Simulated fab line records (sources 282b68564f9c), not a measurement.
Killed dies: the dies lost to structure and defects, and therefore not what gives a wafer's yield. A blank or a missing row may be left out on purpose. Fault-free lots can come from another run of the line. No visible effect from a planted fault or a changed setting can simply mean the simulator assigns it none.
fab line records	flow ritCmos
record lots=6	wafers=18	lastDay=7
route steps=202 shown PWELL@49 WELLDRIVE@50 NWELL@51 NRETRO@53 PRETRO@64 M1@202
lots with no fault: from the same line, run without faults
startH: hours from the record's first day to the start of the lot's first wafer shown	waitH: how many hours have passed since the lot's step before this one	" the same as in the row above	L1.1+2: a row that stands for several wafers	- no value present, or no start provided	* or withheld: withheld	< > ~ a bound
route shown NAME@n: names a module that has steps shown in the file, with the first one's number in the route	usual: mean and standard deviation over wafers with no fault	same: alike in all rows	chamber/n: place in a boat	sites: each site's reading	_std_site: standard deviation of those values	_edge_site: mean of outer sites minus mean of inner sites	radiusMm: how far each site lies from the wafer's centre	mask NAME#n: copy n	behind: the tool/chamber that last shaped the wafer	hold: what put the lot on hold/how long, in hours/how the hold closed	device: the n, p or np transistor that did not switch	end of line: at the end of the route, the tests of the same wafers	a step with no rows: only its recipe	killed: dies lost to structure and defects at the first sort, not the wafer's yield	map: a wafer's dies, marking killed ones x, the rest . and places with no die _
set.NAME: the run value of the setting; set.NAME@STEP: its run value at that earlier step	model.NAME: the simulator's own value behind a step, which no gauge read
lots at some steps of the route; a table a step, a row a wafer
services: the hour from which a tool's chamber was out of use, counted from the record's first day as startH (under 0 if before that day), plus the number of hours and why
## steps
# step RIT_PWELL_TW_MEAS_10
# usual PWELL_TW=947/5.2
lot.wafer	tool	chamber	startH	waitH	PWELL_TW
L486.2	filmMetro-02	-	58.76	0.1	952
L486.5	"	-	"	"	950
L486.6	"	-	"	"	952
L488.1	filmMetro-01	-	69.48	0.1	944
L488.3	"	-	"	"	943
L488.5	"	-	"	"	943
L494.1	filmMetro-02	-	97.41	0.1	958
L494.2	"	-	"	"	955
L494.6	"	-	"	"	953
L498.2	filmMetro-01	-	118.84	0.1	947
L498.3	"	-	"	"	949
L498.5	"	-	"	"	953
L499.3	filmMetro-04	-	124.05	0.1	952
L499.5	"	-	"	"	951
L499.6	"	-	"	"	949
L500.1	filmMetro-04	-	129.16	0.1	943
L500.3	"	-	"	"	944
L500.5	"	-	"	"	947
# step RIT_WELLDRIVE_ANNEAL_00
# recipe tempC=1100	timeS=14700	ambient=N2
# step RIT_WELLDRIVE_RS_MEAS_01
# recipe thkMeasGauge=four-point-probe
# usual NWELL_RS=275.2/0.7
lot.wafer	tool	chamber	startH	waitH	NWELL_RS[ohm/sq]
L486.2	filmMetro-01	-	63.91	0.0	275.3
L486.5	"	-	"	"	275.7
L486.6	"	-	"	"	275.7
L488.1	filmMetro-02	-	74.63	0.0	275.1
L488.3	"	-	"	"	275.0
L488.5	"	-	"	"	274.8
L494.1	filmMetro-02	-	102.56	0.0	275.0
L494.2	"	-	"	"	274.0
L494.6	"	-	"	"	274.8
L498.2	filmMetro-02	-	123.99	0.0	275.5
L498.3	"	-	"	"	275.1
L498.5	"	-	"	"	275.2
L499.3	filmMetro-02	-	129.23	0.0	275.2
L499.5	"	-	"	"	275.7
L499.6	"	-	"	"	275.4
L500.1	filmMetro-04	-	134.30	0.0	274.6
L500.3	"	-	"	"	275.3
L500.5	"	-	"	"	275.1
# step RIT_WELLDRIVE_RS_MEAS_02
# recipe thkMeasGauge=four-point-probe
# usual PWELL_RS=429.5/1.3
lot.wafer	tool	chamber	startH	waitH	PWELL_RS[ohm/sq]
L486.2	filmMetro-01	-	64.03	0.1	431.5
L486.5	"	-	"	"	430.4
L486.6	"	-	"	"	431.3
L488.1	filmMetro-02	-	74.75	0.1	430.7
L488.3	"	-	"	"	430.4
L488.5	"	-	"	"	428.9
L494.1	filmMetro-02	-	102.68	0.1	427.6
L494.2	"	-	"	"	426.7
L494.6	"	-	"	"	428.3
L498.2	filmMetro-02	-	124.11	0.1	430.1
L498.3	"	-	"	"	428.7
L498.5	"	-	"	"	428.2
L499.3	filmMetro-02	-	129.35	0.1	428.7
L499.5	"	-	"	"	428.4
L499.6	"	-	"	"	429.4
L500.1	filmMetro-04	-	134.42	0.1	430.9
L500.3	"	-	"	"	429.3
L500.5	"	-	"	"	430.3
# step RIT_NRETRO_HMDS_00
# recipe primeTimeS=60	primeTempC=140
# step RIT_NRETRO_COAT_01
# recipe resist=NOVOLAK	spinRpm=2000	resistThkNm=1300
# step RIT_NRETRO_SOFTBAKE_02
# recipe resist=NOVOLAK	tempC=90	timeS=60
# step RIT_NRETRO_EXPOSE_03
# recipe maskId=M4	na=0.57	targetCdNm=43900	doseMj=250
# step RIT_NRETRO_PEB_04
# recipe resist=NOVOLAK	tempC=withheld	timeS=withheld
# step RIT_NRETRO_DEVELOP_05
# recipe resist=NOVOLAK	developTimeS=68	devTempC=23
# step RIT_NRETRO_OVL_MEAS_06
# usual NRETRO_OVL=0.8/1.3
lot.wafer	tool	chamber	startH	waitH	NRETRO_OVL[nm]
L486.2	overlay-02	-	65.37	-	-2.7
L486.5	"	-	"	"	-0.5
L486.6	"	-	"	"	-0.2
L488.1	overlay-02	-	75.87	-	0.6
L488.3	"	-	"	"	0.7
L488.5	"	-	"	"	3.2
L494.1	overlay-02	-	103.80	-	-0.8
L494.2	"	-	"	"	-1.7
L494.6	"	-	"	"	-2.0
L498.2	overlay-01	-	125.10	-	1.3
L498.3	"	-	"	"	0.3
L498.5	"	-	"	"	0.8
L499.3	overlay-01	-	130.45	-	1.8
L499.5	"	-	"	"	1.6
L499.6	"	-	"	"	3.2
L500.1	overlay-02	-	135.42	-	0.8
L500.3	"	-	"	"	-0.3
L500.5	"	-	"	"	-0.7
# step RIT_NRETRO_HARDBAKE_07
# recipe resist=NOVOLAK	tempC=140	timeS=120
# step RIT_NRETRO_IMPLANT_08
# recipe species=P	energyKev=70	doseCm2=1e+13	tiltDeg=7
# usual beamEnergyKeV=69.994/0.02
lot.wafer	tool	chamber	startH	waitH	beamEnergyKeV	model.implant.rpNm	model.implant.drpNm
L486.2	implanter-02	0	65.67	0.2	69.997	84.02	33.94
L486.5	"	0	"	"	70.004	84.02	33.94
L486.6	"	0	"	"	69.979	84.02	33.94
L488.1	implanter-01	0	76.16	0.2	69.993	85.05	33.94
L488.3	"	0	"	"	70.009	85.05	33.94
L488.5	"	0	"	"	70.009	85.05	33.94
L494.1	implanter-01	0	104.09	0.2	70.019	83.09	33.94
L494.2	"	0	"	"	69.989	83.09	33.94
L494.6	"	0	"	"	69.989	83.09	33.94
L498.2	implanter-02	0	125.41	0.2	45.530	55.78	23.6
L498.3	"	0	"	"	45.549	55.78	23.6
L498.5	"	0	"	"	45.549	55.78	23.6
L499.3	implanter-02	0	130.77	0.2	45.524	54.79	23.6
L499.5	"	0	"	"	45.523	54.79	23.6
L499.6	"	0	"	"	45.498	54.79	23.6
L500.1	implanter-01	0	135.71	0.2	69.956	89.31	33.94
L500.3	"	0	"	"	69.988	89.31	33.94
L500.5	"	0	"	"	69.978	89.31	33.94
# step RIT_NRETRO_STRIP_09
# recipe chemistry=O2	timeS=180	resist=NOVOLAK	platenTempC=withheld	powerW=500	pressureMtorr=4000	o2FlowSccm=4000
# usual drypumpMotorCurrentA=5.6/0.53
lot.wafer	tool	chamber	startH	waitH	drypumpMotorCurrentA	rfHoursCounterH
L486.2	plasmaAsher-02	1	65.80	0.1	5.2	44
L486.5	"	0	"	"	5.2	-
L486.6	"	1	"	"	5.2	-
L488.1	plasmaAsher-02	1	76.31	0.1	5.1	45
L488.3	"	0	"	"	5.2	-
L488.5	"	0	"	"	5.2	-
L494.1	plasmaAsher-03	0	104.24	0.1	6.5	33
L494.2	"	1	"	"	5.7	33
L494.6	"	0	"	"	6.5	-
L498.2	plasmaAsher-01	0	125.53	0.1	5.3	1
L498.3	"	1	"	"	5.2	-
L498.5	"	1	"	"	5.2	-
L499.3	plasmaAsher-02	1	130.93	0.1	5.1	-
L499.5	"	0	"	"	5.2	-
L499.6	"	1	"	"	5.2	-
L500.1	plasmaAsher-01	0	135.86	0.1	5.3	2
L500.3	"	1	"	"	5.2	-
L500.5	"	1	"	"	5.2	-
# step RIT_NRETRO_TW_MEAS_10
# usual NRETRO_TW=1046/6.4
lot.wafer	tool	chamber	startH	waitH	NRETRO_TW
L486.2	filmMetro-01	-	65.98	0.1	1037
L486.5	"	-	"	"	1042
L486.6	"	-	"	"	1040
L488.1	filmMetro-03	-	76.48	0.1	1044
L488.3	"	-	"	"	1037
L488.5	"	-	"	"	1042
L494.1	filmMetro-02	-	104.41	0.1	1052
L494.2	"	-	"	"	1046
L494.6	"	-	"	"	1055
L498.2	filmMetro-03	-	125.72	0.1	929
L498.3	"	-	"	"	935
L498.5	"	-	"	"	926
L499.3	filmMetro-03	-	131.07	0.1	933
L499.5	"	-	"	"	934
L499.6	"	-	"	"	935
L500.1	filmMetro-01	-	136.03	0.1	1047
L500.3	"	-	"	"	1040
L500.5	"	-	"	"	1043
# step RIT_PRETRO_HMDS_00
# recipe primeTimeS=60	primeTempC=140
# step RIT_M1_PROBE_99
# usual killedAtContacts=0.1/0.31	killedAtFrontEnd=6.3/3	killedDies=6.4/3	killedOpen=3/1.9	killedShort=3.4/1.9
# same grossDies=264	killed_at_M0_to_M3=0	killed_at_M4_up=0	killedAtBackSide=0	killedAtOther=0
lot.wafer	tool	chamber	startH	waitH	killedAtContacts	killedAtFrontEnd	killedDies	killedOpen	killedShort	model.etest.wellEdgeLeft.lineOhmUm	model.etest.wellEdgeRight.lineOhmUm	model.etest.pmosNarrow.driveUaUm	model.etest.diodePplusNwell.bvV	model.etest.diodePplusNwell.cjFfUm2	model.etest.diodePplusComb.cjFfUm2	model.etest.pmosNarrow.vtLessV	model.etest.pmosNarrow.vtV
L486.2	prober-02	-	93.55	0.1	0	10	10	7	3	180.6	181.1	99.39	6.437	1.76	2.041	0.01805	-0.4903
L486.5	prober-02	-	93.70	0.2	1	4	5	4	1	184.1	183.5	99.51	6.582	1.728	2.038	0.01982	-0.4906
L486.6	prober-02	-	93.75	0.2	0	3	3	2	1	180.7	185.3	96.34	6.546	1.736	2.033	0.02172	-0.4994
L488.1	prober-02	-	104.16	0.1	1	5	6	3	3	182.8	180.9	106.2	6.604	1.713	2.005	0.01894	-0.481
L488.3	prober-02	-	104.26	0.2	1	8	9	6	3	181.9	184.7	108.3	6.524	1.723	2.006	0.02134	-0.4764
L488.5	prober-02	-	104.36	0.2	0	7	7	5	2	182.5	184.5	105.3	6.645	1.702	2.001	0.01951	-0.479
L494.1	prober-02	-	135.53	0.1	0	5	5	3	2	180.6	182.9	96.96	6.583	1.698	2.006	0.0196	-0.4984
L494.2	prober-02	-	135.58	0.1	0	8	8	7	1	181.2	182.2	102.3	6.623	1.698	1.998	0.01602	-0.4846
L494.6	prober-02	-	135.78	0.2	0	10	10	6	4	180.5	181.3	97.84	6.62	1.7	2.004	0.02166	-0.4937
L498.2	prober-02	-	159.64	0.1	0	10	10	3	7	189.8	189	99.38	6.81	1.633	1.955	0.03783	-0.4941
L498.3	prober-02	-	159.69	0.2	0	6	6	4	2	191.2	190.2	103.2	6.847	1.639	1.949	0.03709	-0.4824
L498.5	prober-02	-	159.79	0.2	0	0	0	0	0	189.9	188	104.6	6.814	1.629	1.959	0.03659	-0.4798
L499.3	prober-01	-	162.02	0.2	0	7	7	4	3	188.5	189.7	110	6.786	1.633	1.948	0.03817	-0.4664
L499.5	prober-01	-	162.12	0.2	0	7	7	5	2	187.4	190.1	110.8	6.831	1.635	1.941	0.03378	-0.471
L499.6	prober-01	-	162.17	0.2	1	4	5	1	4	189.4	188.8	110	6.847	1.638	1.953	0.03596	-0.4678
L500.1	prober-02	-	170.99	0.1	0	11	11	6	5	182	182.7	103.7	6.591	1.698	2.006	0.01815	-0.4829
L500.3	prober-02	-	171.09	0.2	0	9	9	6	3	183.2	184.3	105.5	6.626	1.7	2.015	0.0211	-0.4744
L500.5	prober-02	-	171.19	0.2	0	5	5	1	4	182	182.9	105.6	6.586	1.699	2.011	0.02189	-0.4719
# killed by level:class
L486.2 GATE:geometricParticle:open=4 GATE:geometricParticle:short=2 FOX1:geometricParticle:open=1 REOX:geometricParticle:open=1 REOX:geometricParticle:short=1 SPACER:geometricParticle:open=1
L486.5 GATE:geometricParticle:open=1 REOX:geometricParticle:open=1 SPACER:geometricParticle:open=1 SPACER:geometricParticle:short=1 CONTACT:geometricParticle:open=1
L486.6 FOX1:geometricParticle:open=1 GATE:geometricParticle:open=1 SPACER:geometricParticle:short=1
L488.1 SPACER:geometricParticle:open=2 SPACER:geometricParticle:short=2 GATE:geometricParticle:open=1 CONTACT:geometricParticle:short=1
L488.3 GATE:geometricParticle:open=5 GATE:geometricParticle:short=1 REOX:geometricParticle:short=1 REOX:geometricParticle:open=1 CONTACT:geometricParticle:short=1
L488.5 GATE:geometricParticle:short=2 GATE:geometricParticle:open=2 SPACER:geometricParticle:open=2 FOX1:geometricParticle:open=1
L494.1 SPACER:geometricParticle:open=2 GATE:geometricParticle:short=1 REOX:geometricParticle:open=1 SPACER:geometricParticle:short=1
L494.2 GATE:geometricParticle:open=4 REOX:geometricParticle:open=2 ACTIVE:geometricParticle:open=1 GATE:geometricParticle:short=1
L494.6 SPACER:geometricParticle:short=3 GATE:geometricParticle:open=2 SPACER:geometricParticle:open=2 FOX2:geometricParticle:open=1 REOX:geometricParticle:open=1 SILICIDE:geometricParticle:short=1
L498.2 GATE:geometricParticle:short=5 FOX1:geometricParticle:open=1 FOX2:geometricParticle:short=1 FOX2:geometricParticle:open=1 GATE:geometricParticle:open=1 SILICIDE:geometricParticle:short=1
L498.3 GATE:geometricParticle:open=2 SILICIDE:geometricParticle:open=2 FOX1:geometricParticle:short=1 SILICIDE:geometricParticle:short=1
L498.5
L499.3 GATE:geometricParticle:open=1 GATE:geometricParticle:short=1 REOX:geometricParticle:open=1 REOX:geometricParticle:short=1 SPACER:geometricParticle:short=1 SPACER:geometricParticle:open=1 SILICIDE:geometricParticle:open=1
L499.5 FOX1:geometricParticle:open=2 FOX1:geometricParticle:short=1 GATE:geometricParticle:open=1 REOX:geometricParticle:open=1 SPACER:geometricParticle:open=1 SILICIDE:geometricParticle:short=1
L499.6 SPACER:geometricParticle:short=2 ACTIVE:geometricParticle:short=1 GATE:geometricParticle:open=1 CONTACT:geometricParticle:short=1
L500.1 SPACER:geometricParticle:open=3 FOX2:geometricParticle:short=2 REOX:geometricParticle:open=2 SPACER:geometricParticle:short=2 GATE:geometricParticle:short=1 SILICIDE:geometricParticle:open=1
L500.3 SPACER:geometricParticle:open=3 GATE:geometricParticle:short=1 GATE:geometricParticle:open=1 REOX:geometricParticle:short=1 REOX:geometricParticle:open=1 SPACER:geometricParticle:short=1 SILICIDE:geometricParticle:open=1
L500.5 GATE:geometricParticle:short=3 GATE:geometricParticle:open=1 REOX:geometricParticle:short=1
## services
tool	chamber	startH	hours	kind
plasmaAsher-02	-	77.73	3.1	repair
implanter-01	-	84.03	5.1	pm
implanter-02	-	89.52	1.8	repair
plasmaAsher-01	-	98.54	2.8	pm
plasmaAsher-01	-	108.75	9.0	pm
plasmaAsher-01	0	108.75	9.5	ventCycle
plasmaAsher-01	1	108.75	9.5	ventCycle
plasmaAsher-01	-	109.09	9.1	repair
plasmaAsher-01	0	117.75	-	clean
plasmaAsher-01	1	117.75	-	clean
implanter-01	-	122.18	1.9	repair
implanter-02	-	133.10	3.3	repair
## key
firstSign step=RIT_NRETRO_IMPLANT_08	reading=beamEnergyKeV	direction=down	sigmas=99+	usual=69.994	struck=45.529
effect step=RIT_NRETRO_TW_MEAS_10	reading=NRETRO_TW	direction=down	sigmas=18	usual=1046	struck=932
modelEffect step=RIT_NRETRO_IMPLANT_08	value=implant.rpNm	without=85.59	struck=55.28
modelEffect step=RIT_M1_PROBE_99	value=etest.wellEdgeLeft.lineOhmUm	without=183.1	struck=189.4
metAt RIT_NRETRO_IMPLANT_08
struckWafers L498.2,L498.3,L498.5,L499.3,L499.5,L499.6
testerLeftOut L498,L499
onsetBetween 65.67 125.41
fault kind=processParameterDrift	tool=implanter-02	chamber=-	onsetH=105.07	steps=RIT_NRETRO_IMPLANT_08	channel=energyKev	offset=-24.5	shape=step	endH=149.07	actsIn=theseRecipesOnly	stated=70
# testerLeftOut: of these lots the tester's yield and bins aren't shown, on N5 and GAA mostly nor the transistor test; their killed dies are dies lost to structure and defects alone, not to doping, threshold or leakage, so they don't give the yield
